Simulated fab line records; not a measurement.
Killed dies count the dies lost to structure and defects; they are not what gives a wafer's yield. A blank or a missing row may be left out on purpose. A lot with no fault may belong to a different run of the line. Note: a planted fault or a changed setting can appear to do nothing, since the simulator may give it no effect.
fab line records	flow berkeleyCmos170
record lots=6	wafers=18	lastDay=12
route steps=331 shown SDANNEAL@205 PSD@206 NSD@207 PLDD@208 NLDD@209 SILICIDE@210 CONTACT@216
lots with no fault: from the same line, run without faults
startH: the number of hours between the record's first day and the start of the first shown wafer of the lot	waitH: hours since the lot's step before	" same as the row above	L1.1+2: a row that stands for several wafers	- value missing, or start not given	* or withheld: withheld	< > ~ a bound
route shown NAME@n: NAME is a module with steps in the file, n the number in the route of the first one	usual: the fault-free wafers' mean and standard deviation	same: alike in all rows	chamber/n: place in a boat	sites: readings site by site	_std_site: how widely they spread, as a standard deviation	_edge_site: outer sites' mean less inner sites'	radiusMm: for every site, how far away it sits from the centre of the wafer	mask NAME#n: copy n	behind: the last tool/chamber to shape the wafer	hold: why the lot was held/for how many hours/how that ended	device: the n, p or np transistor that did not switch	end of line: tests run on the same wafers once the route is complete	a step with no rows: only its recipe	killed: the dies lost at the first sort to structure and to defects; this is not the yield of the wafer	map: shows each die of a wafer: x if killed, . if not, _ if none is there
set.NAME: setting as actually run; set.NAME@STEP: the setting as run at that earlier step	model.NAME: the simulator's own value behind a step, which no gauge read
lots at some steps of the route; a table a step, a row a wafer
services: the hour from which a tool's chamber was out of use, counted from the record's first day as startH (under 0 if before that day), plus the number of hours and why
## steps
# step UCB170_SDANNEAL_RTA_01
# recipe tempC=1050	timeS=5	ambient=N2
# usual chamberO2Ppm=2.003/0.023	lampPowerPct=38/4	wafer_temp_C_max=1056.1/1.2
lot.wafer	tool	chamber	startH	waitH	chamberO2Ppm	lampPowerPct	wafer_temp_C_max
L122.3	rtpAnneal-01	0	160.00	0.1	2.013	42	1056.6
L122.5	"	0	"	"	1.977	42	1055.1
L122.6	"	0	"	"	1.984	42	1057.5
L121.3	rtpAnneal-02	0	160.28	0.1	2.011	34	1056.9
L121.4	"	0	"	"	1.996	34	1054.4
L121.5	"	0	"	"	2.022	34	1054.1
L128.1	rtpAnneal-02	0	172.17	0.1	2.005	34	1056.0
L128.2	"	0	"	"	1.998	34	1055.5
L128.3	"	0	"	"	2.014	34	1055.2
L133.1	rtpAnneal-02	0	217.19	0.1	1.986	34	1056.1
L133.3	"	0	"	"	2.016	34	1056.7
L133.5	"	0	"	"	1.987	34	1056.8
L136.3	rtpAnneal-01	0	235.59	0.1	2.041	42	1056.1
L136.4	"	0	"	"	2.024	42	1054.6
L136.5	"	0	"	"	2.029	42	1054.5
L141.1	rtpAnneal-02	0	257.16	0.1	1.991	34	1056.0
L141.2	"	0	"	"	1.980	34	1056.6
L141.4	"	0	"	"	1.983	34	1055.1
# step UCB170_SDANNEAL_RS_MEAS_02
# recipe thkMeasGauge=four-point-probe
# usual PSD_RS=75.70/0.25
lot.wafer	tool	chamber	startH	waitH	PSD_RS[ohm/sq]
L122.3	filmMetro-01	-	160.08	0.1	75.83
L122.5	"	-	"	"	75.34
L122.6	"	-	"	"	75.34
L121.3	filmMetro-04	-	160.39	0.1	75.45
L121.4	"	-	"	"	75.41
L121.5	"	-	"	"	75.28
L128.1	filmMetro-04	-	172.23	0.0	76.08
L128.2	"	-	"	"	75.41
L128.3	"	-	"	"	75.58
L133.1	filmMetro-04	-	217.24	0.0	76.32
L133.3	"	-	"	"	75.79
L133.5	"	-	"	"	75.75
L136.3	filmMetro-04	-	235.71	0.1	75.33
L136.4	"	-	"	"	75.59
L136.5	"	-	"	"	75.58
L141.1	filmMetro-01	-	257.22	0.0	75.68
L141.2	"	-	"	"	75.52
L141.4	"	-	"	"	75.78
# step UCB170_SDANNEAL_RS_MEAS_03
# recipe thkMeasGauge=four-point-probe
# usual NSD_RS=37.26/0.094
lot.wafer	tool	chamber	startH	waitH	NSD_RS[ohm/sq]
L122.3	filmMetro-01	-	160.20	0.1	37.23
L122.5	"	-	"	"	37.08
L122.6	"	-	"	"	37.20
L121.3	filmMetro-04	-	160.51	0.1	37.30
L121.4	"	-	"	"	37.26
L121.5	"	-	"	"	37.33
L128.1	filmMetro-04	-	172.35	0.1	37.24
L128.2	"	-	"	"	37.15
L128.3	"	-	"	"	37.26
L133.1	filmMetro-04	-	217.36	0.1	37.21
L133.3	"	-	"	"	37.20
L133.5	"	-	"	"	37.24
L136.3	filmMetro-04	-	235.83	0.1	37.27
L136.4	"	-	"	"	37.19
L136.5	"	-	"	"	37.22
L141.1	filmMetro-01	-	257.34	0.1	37.22
L141.2	"	-	"	"	37.20
L141.4	"	-	"	"	37.11
# step UCB170_SDANNEAL_RS_MEAS_04
# recipe thkMeasGauge=four-point-probe
# usual PLDD_RS=1039.0/2.4
lot.wafer	tool	chamber	startH	waitH	PLDD_RS[ohm/sq]
L122.3	filmMetro-01	-	160.32	0.1	1035.1
L122.5	"	-	"	"	1034.9
L122.6	"	-	"	"	1033.3
L121.3	filmMetro-04	-	160.63	0.1	1039.0
L121.4	"	-	"	"	1040.8
L121.5	"	-	"	"	1041.6
L128.1	filmMetro-04	-	172.47	0.1	1039.7
L128.2	"	-	"	"	1037.4
L128.3	"	-	"	"	1038.0
L133.1	filmMetro-04	-	217.48	0.1	1035.2
L133.3	"	-	"	"	1036.2
L133.5	"	-	"	"	1034.8
L136.3	filmMetro-04	-	235.95	0.1	1037.2
L136.4	"	-	"	"	1038.4
L136.5	"	-	"	"	1037.1
L141.1	filmMetro-01	-	257.46	0.1	1039.2
L141.2	"	-	"	"	1038.8
L141.4	"	-	"	"	1041.4
# step UCB170_SDANNEAL_RS_MEAS_05
# recipe thkMeasGauge=four-point-probe
# usual NLDD_RS=616.2/1.3
lot.wafer	tool	chamber	startH	waitH	NLDD_RS[ohm/sq]
L122.3	filmMetro-01	-	160.44	0.1	617.4
L122.5	"	-	"	"	617.1
L122.6	"	-	"	"	616.0
L121.3	filmMetro-04	-	160.75	0.1	616.4
L121.4	"	-	"	"	614.9
L121.5	"	-	"	"	615.7
L128.1	filmMetro-04	-	172.59	0.1	615.4
L128.2	"	-	"	"	614.3
L128.3	"	-	"	"	616.9
L133.1	filmMetro-04	-	217.60	0.1	614.6
L133.3	"	-	"	"	616.5
L133.5	"	-	"	"	616.5
L136.3	filmMetro-04	-	236.07	0.1	615.3
L136.4	"	-	"	"	617.8
L136.5	"	-	"	"	615.0
L141.1	filmMetro-01	-	257.58	0.1	615.2
L141.2	"	-	"	"	615.4
L141.4	"	-	"	"	616.9
# step UCB170_SILICIDE_PRE_CLEAN_00
# recipe gas=Ar	precleanEtchTimeS=60
# step UCB170_SILICIDE_SPUTTER_01
# recipe material=Ti	targetThkNm=30	timeS=25	powerW=1500	chamberPressurePa=0.5
# usual throttleValvePct=29.8/1.2
lot.wafer	tool	chamber	startH	waitH	throttleValvePct
L122.3	pvdSputter-04	-	160.58	0.0	29.1
L122.5	"	-	"	"	30.0
L122.6	"	-	"	"	30.6
L121.3	pvdSputter-02	-	160.90	0.0	28.8
L121.4	"	-	"	"	29.5
L121.5	"	-	"	"	29.1
L128.1	pvdSputter-04	-	172.77	0.0	29.8
L128.2	"	-	"	"	29.1
L128.3	"	-	"	"	30.8
L133.1	pvdSputter-02	-	217.79	0.0	27.2
L133.3	"	-	"	"	29.2
L133.5	"	-	"	"	29.0
L136.3	pvdSputter-03	-	236.21	0.0	30.3
L136.4	"	-	"	"	30.3
L136.5	"	-	"	"	30.2
L141.1	pvdSputter-03	-	257.76	0.0	31.8
L141.2	"	-	"	"	29.9
L141.4	"	-	"	"	30.6
# step UCB170_SILICIDE_RS_MEAS_02
# recipe thkMeasGauge=four-point-probe	reads=Ti_of_SILICIDE_SPUTTER_01
# usual SILICIDE_TI_RS=26.0/0.34
lot.wafer	tool	chamber	startH	waitH	SILICIDE_TI_RS[ohm/sq]
L122.3	filmMetro-02	-	160.66	0.1	25.5
L122.5	"	-	"	"	25.5
L122.6	"	-	"	"	25.8
L121.3	filmMetro-01	-	160.97	0.1	26.5
L121.4	"	-	"	"	26.7
L121.5	"	-	"	"	26.5
L128.1	filmMetro-02	-	172.80	0.0	26.4
L128.2	"	-	"	"	26.5
L128.3	"	-	"	"	26.7
L133.1	filmMetro-04	-	217.82	0.0	26.0
L133.3	"	-	"	"	26.0
L133.5	"	-	"	"	26.0
L136.3	filmMetro-02	-	236.29	0.1	25.6
L136.4	"	-	"	"	25.7
L136.5	"	-	"	"	25.7
L141.1	filmMetro-01	-	257.79	0.0	26.9
L141.2	"	-	"	"	26.7
L141.4	"	-	"	"	26.7
# step UCB170_SILICIDE_THK_MEAS_03
# recipe thkMeasGauge=xrf	reads=Ti_of_SILICIDE_SPUTTER_01
# usual SILICIDE_TI_THK=30.6/0.37
lot.wafer	tool	chamber	startH	waitH	SILICIDE_TI_THK[nm]
L122.3	filmMetro-02	-	160.76	0.1	30.9
L122.5	"	-	"	"	31.1
L122.6	"	-	"	"	30.8
L121.3	filmMetro-01	-	161.07	0.1	30.2
L121.4	"	-	"	"	29.9
L121.5	"	-	"	"	30.2
L128.1	filmMetro-02	-	172.92	0.1	30.1
L128.2	"	-	"	"	30.1
L128.3	"	-	"	"	29.8
L133.1	filmMetro-04	-	217.94	0.1	30.6
L133.3	"	-	"	"	30.7
L133.5	"	-	"	"	30.7
L136.3	filmMetro-02	-	236.39	0.1	31.3
L136.4	"	-	"	"	31.2
L136.5	"	-	"	"	31.1
L141.1	filmMetro-01	-	257.91	0.1	29.7
L141.2	"	-	"	"	30.0
L141.4	"	-	"	"	29.8
# step UCB170_SILICIDE_RTA_04
# recipe tempC=650	timeS=15	ambient=N2
# usual chamberO2Ppm=1.996/0.021	lampPowerPct=10.6/1.1	wafer_temp_C_max=653.8/0.8
lot.wafer	tool	chamber	startH	waitH	chamberO2Ppm	lampPowerPct	wafer_temp_C_max
L122.3	rtpAnneal-01	0	160.82	0.1	1.975	11.6	652.6
L122.5	"	0	"	"	1.988	11.6	654.0
L122.6	"	0	"	"	2.010	11.7	653.5
L121.3	rtpAnneal-02	0	161.14	0.1	2.011	9.4	653.4
L121.4	"	0	"	"	1.978	9.4	653.6
L121.5	"	0	"	"	2.004	9.4	653.1
L128.1	rtpAnneal-01	0	172.98	0.1	2.006	11.6	653.7
L128.2	"	0	"	"	1.986	11.6	653.2
L128.3	"	0	"	"	2.011	11.6	653.7
L133.1	rtpAnneal-02	0	218.00	0.1	1.979	9.4	652.7
L133.3	"	0	"	"	1.958	9.4	652.7
L133.5	"	0	"	"	1.968	9.4	653.0
L136.3	rtpAnneal-02	0	236.45	0.1	2.014	9.4	654.7
L136.4	"	0	"	"	2.023	9.4	654.6
L136.5	"	0	"	"	2.006	9.4	653.7
L141.1	rtpAnneal-01	0	257.97	0.1	2.031	11.6	654.9
L141.2	"	0	"	"	2.024	11.6	654.6
L141.4	"	0	"	"	2.055	11.6	654.5
# step UCB170_SILICIDE_WET_ETCH_05
# recipe chemistry=SPM	timeS=45	tempC=120	target=Ti
# step UCB170_CONTACT_CLEAN_00
# recipe chemistry=SPM	tempC=120	timeS=600
# step UCB170_CONTACT_CVD_01
# recipe material=PSG	targetThkNm=700	tempC=450	precursor=SiH4/O2/PH3	timeS=2820	pressureMtorr=300	sih4FlowSccm=60	o2FlowSccm=91.39	ph3FlowSccm=25
# usual pressureMtorr=300.0/0.59	spikeTcCentreC=452.5/1.3	zonePowerSourcePct=7.2/0.46
lot.wafer	tool	chamber	startH	waitH	pressureMtorr	spikeTcCentreC	zonePowerSourcePct
L122.3	lpcvd-01	0	161.08	0.0	299.2	453.7	7.4
L122.5	"	0	"	"	299.6	455.0	7.5
L122.6	"	0	"	"	299.2	454.2	7.5
L121.3	lpcvd-02	0	162.60	1.2	300.1	452.2	7.5
L121.4	"	0	"	"	300.4	452.3	7.5
L121.5	"	0	"	"	300.5	451.7	7.6
L128.1	lpcvd-01	1	173.25	0.0	299.2	452.8	6.5
L128.2	"	1	"	"	299.5	451.6	6.5
L128.3	"	1	"	"	299.9	450.2	6.5
L133.1	lpcvd-01	1	219.90	1.6	299.0	451.0	6.4
L133.3	"	1	"	"	299.6	450.0	6.4
L133.5	"	1	"	"	298.7	450.2	6.4
L133.1	lpcvd-01	1	221.85	0.2	300.2	451.7	6.4
L133.3	"	1	"	"	299.7	450.9	6.4
L133.5	"	1	"	"	300.0	450.8	6.6
L136.3	lpcvd-02	1	236.91	0.0	300.0	453.3	6.8
L136.4	"	1	"	"	300.0	453.3	6.8
L136.5	"	1	"	"	300.0	455.0	6.6
L136.3	lpcvd-01	1	240.29	1.6	300.4	450.1	6.4
L136.4	"	1	"	"	300.7	451.8	6.5
L136.5	"	1	"	"	300.0	450.8	6.4
L141.1	lpcvd-01	1	259.49	1.1	300.7	449.8	6.5
L141.2	"	1	"	"	299.8	452.0	6.4
L141.4	"	1	"	"	299.9	451.0	6.5
# step UCB170_CONTACT_THK_MEAS_02
# recipe reads=PSG_of_CONTACT_CVD_01
# usual CONTACT_PSG_THK=706/7
lot.wafer	tool	chamber	startH	waitH	CONTACT_PSG_THK[nm]
L122.3	filmMetro-03	-	162.89	0.0	710
L122.5	"	-	"	"	702
L122.6	"	-	"	"	710
L121.3	filmMetro-03	-	164.40	0.0	702
L121.4	"	-	"	"	703
L121.5	"	-	"	"	706
L128.1	filmMetro-02	-	175.04	0.0	712
L128.2	"	-	"	"	712
L128.3	"	-	"	"	712
L133.1	filmMetro-03	-	223.63	0.0	1406
L133.3	"	-	"	"	1401
L133.5	"	-	"	"	1415
L136.3	filmMetro-03	-	242.09	0.0	1420
L136.4	"	-	"	"	1431
L136.5	"	-	"	"	1421
L141.1	filmMetro-02	-	261.27	0.0	709
L141.2	"	-	"	"	704
L141.4	"	-	"	"	706
# step UCB170_CONTACT_HMDS_03
# recipe primeTimeS=60	primeTempC=100
# step UCB170_CONTACT_COAT_04
# recipe resist=KrF	spinRpm=1500	resistThkNm=900
# step UCB170_CONTACT_SOFTBAKE_05
# recipe resist=KrF	tempC=130	timeS=60
# step UCB170_CONTACT_STRIP_06
# recipe chemistry=O2	powerW=400	pressureMtorr=3500	platenTempC=withheld	o2FlowSccm=400	overashFraction=0.5
# usual drypumpMotorCurrentA=5.8/0.45	oesProductAu=0.735/0.0047	stripTimeToEndpointS=21.97/0.062
lot.wafer	tool	chamber	startH	waitH	drypumpMotorCurrentA	oesProductAu	rfHoursCounterH	stripTimeToEndpointS
L122.3	plasmaAsher-04	1	163.48	0.1	5.9	0.738	-	21.94
L122.5	"	1	"	"	5.9	0.739	-	21.94
L122.6	"	0	"	"	6.6	0.733	-	21.94
L121.3	plasmaAsher-01	1	164.98	0.1	5.1	0.730	-	21.93
L121.4	"	0	"	"	5.0	0.734	-	21.92
L121.5	"	0	"	"	5.0	0.738	-	21.93
L128.1	plasmaAsher-01	1	175.55	0.1	5.1	0.737	45	21.96
L128.2	"	0	"	"	5.0	0.735	45	22.05
L128.3	"	0	"	"	5.0	0.735	-	21.94
L133.1	plasmaAsher-03	1	224.21	0.1	5.7	0.733	46	22.02
L133.3	"	0	"	"	6.1	0.733	-	22.03
L133.5	"	1	"	"	5.7	0.735	-	22.06
L136.3	plasmaAsher-03	1	242.70	0.1	5.7	0.733	-	21.94
L136.4	"	0	"	"	6.1	0.740	-	21.94
L136.5	"	0	"	"	6.0	0.734	-	21.97
L141.1	plasmaAsher-03	0	261.78	0.1	6.0	0.734	50	21.97
L141.2	"	1	"	"	5.7	0.741	50	21.94
L141.4	"	1	"	"	5.7	0.731	-	21.96
# step UCB170_CONTACT_CLEAN_07
# recipe chemistry=SPM	tempC=120	timeS=600
# step UCB170_CONTACT_RTA_08
# recipe tempC=900	timeS=10	ambient=N2
# step UCB170_CONTACT_COAT_09
# recipe resist=BARC	tempC=withheld	timeS=withheld	spinRpm=3000	resistThkNm=withheld
# step UCB170_CONTACT_COAT_10
# recipe resist=KrF	spinRpm=1500	resistThkNm=900
# step UCB170_CONTACT_SOFTBAKE_11
# recipe resist=KrF	tempC=130	timeS=60
# step UCB170_CONTACT_EXPOSE_12
# recipe maskId=CONT	targetCdNm=700	na=0.5	sigmaOuter=0.6	sourceShape=conventional	doseMj=35.77
# step UCB170_CONTACT_PEB_13
# recipe pebTempC=130	pebTimeS=withheld	resist=KrF
# step UCB170_CONTACT_DEVELOP_14
# recipe developer=TMAH	developTimeS=45	resist=KrF	devTempC=21
# step UCB170_CONTACT_CD_MEAS_15
# recipe targetCdNm=700
# usual cdNm=699.9/1.5
lot.wafer	tool	chamber	startH	waitH	cdNm
L122.3	cdSem-02	-	164.99	-	699.0
L122.5	"	-	"	"	697.8
L122.6	"	-	"	"	698.3
L121.3	cdSem-01	-	166.36	-	701.0
L121.4	"	-	"	"	702.0
L121.5	"	-	"	"	700.4
L128.1	cdSem-02	-	176.78	-	697.2
L128.2	"	-	"	"	697.2
L128.3	"	-	"	"	698.7
L133.1	cdSem-01	-	225.80	-	698.6
L133.3	"	-	"	"	698.7
L133.5	"	-	"	"	699.4
L136.3	cdSem-01	-	244.24	-	701.4
L136.4	"	-	"	"	699.5
L136.5	"	-	"	"	701.6
L141.1	cdSem-02	-	264.23	-	698.4
L141.2	"	-	"	"	698.0
L141.4	"	-	"	"	698.8
# step UCB170_CONTACT_OVL_MEAS_16
# usual CONTACT_OVL=2/5
lot.wafer	tool	chamber	startH	waitH	CONTACT_OVL[nm]
L122.3	overlay-02	-	165.08	0.1	9
L122.5	"	-	"	"	11
L122.6	"	-	"	"	3
L121.3	overlay-02	-	166.45	0.1	-1
L121.4	"	-	"	"	-8
L121.5	"	-	"	"	8
L128.1	overlay-02	-	176.90	0.1	3
L128.2	"	-	"	"	-4
L128.3	"	-	"	"	4
L133.1	overlay-01	-	225.92	0.1	5
L133.3	"	-	"	"	13
L133.5	"	-	"	"	7
L136.3	overlay-02	-	244.33	0.1	15
L136.4	"	-	"	"	10
L136.5	"	-	"	"	1
L141.1	overlay-02	-	264.35	0.1	-5
L141.2	"	-	"	"	5
L141.4	"	-	"	"	10
# step UCB170_CONTACT_ETCH_17
# recipe chemistry=N2/H2	targetDepthA=withheld	overetchA=withheld	target=BARC	timeS=withheld	sourceW=500	biasW=100	pressureMtorr=30	n2FlowSccm=100	h2FlowSccm=200
# usual drypumpMotorCurrentA=5.7/0.43	oesProductAu=0.996/0.017	throttleValvePct=13.33/0.12
lot.wafer	tool	chamber	startH	waitH	drypumpMotorCurrentA	oesProductAu	throttleValvePct
L122.3	rieDiel-01	1	165.10	0.0	6.1	1.031	13.39
L122.5	"	0	"	"	6.2	1.000	13.18
L122.6	"	1	"	"	6.1	1.023	13.39
L121.3	rieDiel-02	2	166.47	0.0	6.1	0.996	13.22
L121.4	"	0	"	"	5.3	0.996	13.37
L121.5	"	2	"	"	6.2	0.995	13.23
L128.1	rieDiel-02	3	176.93	0.0	5.5	1.001	13.53
L128.2	"	2	"	"	6.1	0.995	13.23
L128.3	"	0	"	"	5.3	0.993	13.37
L133.1	rieDiel-03	1	225.95	0.0	4.7	0.978	13.47
L133.3	"	2	"	"	5.7	1.000	13.36
L133.5	"	1	"	"	4.7	0.987	13.47
L136.3	rieDiel-03	2	244.36	0.0	5.7	1.006	13.36
L136.4	"	3	"	"	6.2	0.993	13.31
L136.5	"	1	"	"	4.8	0.981	13.47
L141.1	rieDiel-02	0	264.39	0.0	5.3	1.000	13.37
L141.2	"	3	"	"	5.5	1.000	13.52
L141.4	"	2	"	"	6.2	0.991	13.23
# step UCB170_CONTACT_ETCH_18
# recipe chemistry=CHF3/CF4/Ar	target=PSG	stopOn=TiSi2	CHF3_flow_sccm=45	cf4FlowSccm=15	Ar_flow_sccm=150	pressureMtorr=200	rfW=700	targetDepthA=8400	overEtchFrac=0.2	timeS=195
# usual drypumpMotorCurrentA=5.7/0.43	oesProductAu=0.896/0.014	throttleValvePct=6.94/0.081
lot.wafer	tool	chamber	startH	waitH	drypumpMotorCurrentA	oesProductAu	rfHoursCounterH	throttleValvePct	model.CONTACT.featureDepthNm	model.etch.depthNm
L122.3	rieDiel-01	1	-	-	6.2	0.921	36	7.03	711	711
L122.5	"	0	"	"	6.2	0.919	-	6.91	701.3	701.3
L122.6	"	1	"	"	6.1	0.934	-	7.04	710.5	710.5
L121.3	rieDiel-02	2	-	-	6.2	0.892	61	6.83	701.3	701.3
L121.4	"	0	"	"	5.3	0.903	54	6.95	702.8	702.8
L121.5	"	2	"	"	6.2	0.896	-	6.86	705.4	705.4
L128.1	rieDiel-02	3	-	-	5.6	0.902	4	7.04	711.8	711.8
L128.2	"	2	"	"	6.1	0.890	62	6.86	712.3	712.3
L128.3	"	0	"	"	5.3	0.901	55	6.94	712.2	712.2
L133.1	rieDiel-03	1	-	-	4.7	0.982	127	7.04	831.5	831.5
L133.3	"	2	"	"	5.7	0.988	117	6.97	829.4	829.4
L133.5	"	1	"	"	4.7	0.977	-	7.03	833.3	833.3
L136.3	rieDiel-03	2	-	-	5.7	0.989	117	6.98	839	839
L136.4	"	3	"	"	6.2	1.001	-	6.86	846.4	846.4
L136.5	"	1	"	"	4.8	0.989	-	7.03	838.9	838.9
L141.1	rieDiel-02	0	-	-	5.3	0.892	59	6.93	708.6	708.6
L141.2	"	3	"	"	5.5	0.907	8	7.04	703.9	703.9
L141.4	"	2	"	"	6.1	0.896	-	6.84	706.1	706.1
# step UCB170_CONTACT_STRIP_19
# recipe chemistry=O2	powerW=400	pressureMtorr=3500	platenTempC=withheld	o2FlowSccm=400	overashFraction=0.5
## services
tool	chamber	startH	hours	kind
pvdSputter-02	-	152.66	1.9	repair
plasmaAsher-03	-	162.56	2.8	pm
rieDiel-01	0	171.49	-	clean
rieDiel-01	0	171.49	24.8	scheduledDown
rieDiel-01	0	171.49	24.8	ventCycle
rieDiel-02	-	179.25	1.1	repair
rieDiel-01	1	181.77	15.1	repair
lpcvd-01	-	192.25	1.3	repair
pvdSputter-03	-	198.32	1.0	repair
pvdSputter-02	3	204.91	-	consumableReplace:kit
pvdSputter-02	3	204.91	18.0	scheduledDown
pvdSputter-02	3	204.91	18.0	ventCycle
rieDiel-02	1	207.25	9.3	repair
rieDiel-03	0	212.82	9.5	repair
rieDiel-03	3	220.51	4.3	repair
rieDiel-03	0	224.81	-	clean
rieDiel-03	0	224.81	18.0	scheduledDown
rieDiel-03	0	224.81	18.0	ventCycle
rieDiel-02	1	245.64	-	clean
rieDiel-02	1	245.64	22.1	scheduledDown
rieDiel-02	1	245.64	22.1	ventCycle
## key
firstSign step=UCB170_CONTACT_CVD_01	reading=visit	direction=added
effect step=UCB170_CONTACT_THK_MEAS_02	reading=CONTACT_PSG_THK	direction=up	sigmas=99+	usual=706	struck=1416
effect step=UCB170_CONTACT_ETCH_18	reading=oesProductAu	direction=up	sigmas=6.5	usual=0.896	struck=0.988
modelEffect step=UCB170_CONTACT_ETCH_18	value=CONTACT.featureDepthNm	without=704.1	struck=836.4
metAt UCB170_CONTACT_CVD_01
struckWafers L133.1,L133.3,L133.5,L136.3,L136.4,L136.5
laterRowsLeftOut L133.1,L133.3,L133.5,L136.3,L136.4,L136.5
sortLeftOut L133.1,L133.3,L133.5,L136.3,L136.4,L136.5
testerLeftOut L133,L136
fault kind=repeatedStepWhole	tool=lpcvd-01,lpcvd-02	chamber=-	onsetH=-	steps=UCB170_CONTACT_CVD_01	times=1	scope=struckLotsOnly
# testerLeftOut: of these lots the tester's yield and bins aren't shown, on N5 and GAA mostly nor the transistor test; their killed dies are dies lost to structure and defects alone, not to doping, threshold or leakage, so they don't give the yield
# sortLeftOut: the simulated sort isn't trusted on such a fault, so these wafers' sort isn't shown, and their yield isn't known
# laterRowsLeftOut: the simulator's readings of these wafers behind a module that went badly wrong aren't trusted and aren't shown, but for the sort
